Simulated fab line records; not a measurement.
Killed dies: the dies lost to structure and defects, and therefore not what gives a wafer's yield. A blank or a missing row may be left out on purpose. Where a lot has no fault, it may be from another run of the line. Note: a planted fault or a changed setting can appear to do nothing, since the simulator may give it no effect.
A lot that was struck, set against a sound lot    flow rit-cmos    15 out of 202 route steps
Sound: the wafers L859.1, L859.2, L859.5. Wafers struck: L853.1, L853.3, L853.4. Last of all comes the cause.
Order at every step that has rows: each side's tool, ch and its chambers, its first start. Under that, the readings that differ: sound wafers    struck wafers    difference of the means    sigmas: that difference in standard deviations of wafers without a fault.
alike: words and numbers the same on both sides, and readings whose means are apart by under 2 such deviations; not compared: readings that were withheld, readings missing a value for some wafer, numbers with overlapping values and no deviation given by the record, and bounds like >300 which may hide the same value.
Wherever a step has rows on one side only, a row that says differs or no value, or a row with sigmas, the two part there. Non-overlapping numbers with no deviation appear without sigmas and do not part them. A reading that every wafer of one side lacks parts them only if that side has two wafers or more.

first, 3 steps without rows for these wafers: RIT_GATE_CLEAN_02 (cleans in dHF, time 30 s); RIT_GATE_CLEAN_03 (cleans in SC2, time 600 s); RIT_GATE_CLEAN_04 (cleans in dHF, time 60 s).
RIT_FOX2_THK_MEAS_91:
  sound on film-metro-03, day 6 00:15; struck on film-metro-03, day 4 17:33
  alike: FIELD_OXIDE_LEFT_2_THK
then, 2 steps without rows for these wafers: RIT_GATE_OXIDATION_05 (target thk 3 nm, ox time 270 s); RIT_GATE_ANNEAL_06 (time 600 s).
RIT_GATE_THK_MEAS_07:
  sound on film-metro-03, day 6 09:37; struck on film-metro-03, day 4 21:24
  alike: GATE_OXIDE_THK
then, 1 step without rows for these wafers: RIT_GATE_CVD_08 (deposits poly-Si from SiH4, target thk 250 nm, time 2220 s).
RIT_GATE_THK_MEAS_09:
  sound on film-metro-04, day 6 11:17; struck on film-metro-02, day 4 23:53
  alike: GATE_POLY_THK
then, 3 steps without rows for these wafers: RIT_GATE_HMDS_10 (prime time 60 s); RIT_GATE_COAT_11 (resist thk 850 nm); RIT_GATE_SOFTBAKE_12 (time 60 s).
RIT_GATE_EXPOSE_13: exposes mask M6, target cd 150 nm.
  sound on iline-stepper-01 ch 0, day 6 11:55; struck on iline-stepper-02 ch 0, day 5 00:24
reading                       sound                 struck             difference  sigmas
model.GATE.overlay-x-nm (nm)  0.4503 0.4503 0.4503  2.053 2.053 2.053  +1.603      
  alike: mask
next, for these wafers, 1 step has no rows: RIT_GATE_PEB_14.
RIT_M1_PROBE_99:
  sound on prober-01, day 7 10:46; struck on prober-01, day 5 22:15
reading              sound    struck  difference  sigmas
killed-at-front-end  9 14 8   2 1 7   -7          -2
killed-dies          10 14 8  2 1 7   -7          -2
  alike: killed-at-contacts, killed-open, killed-short

WHERE THEY PART
Only at RIT_M1_PROBE_99, as far as this record shows.

WHY: what the simulator had put in
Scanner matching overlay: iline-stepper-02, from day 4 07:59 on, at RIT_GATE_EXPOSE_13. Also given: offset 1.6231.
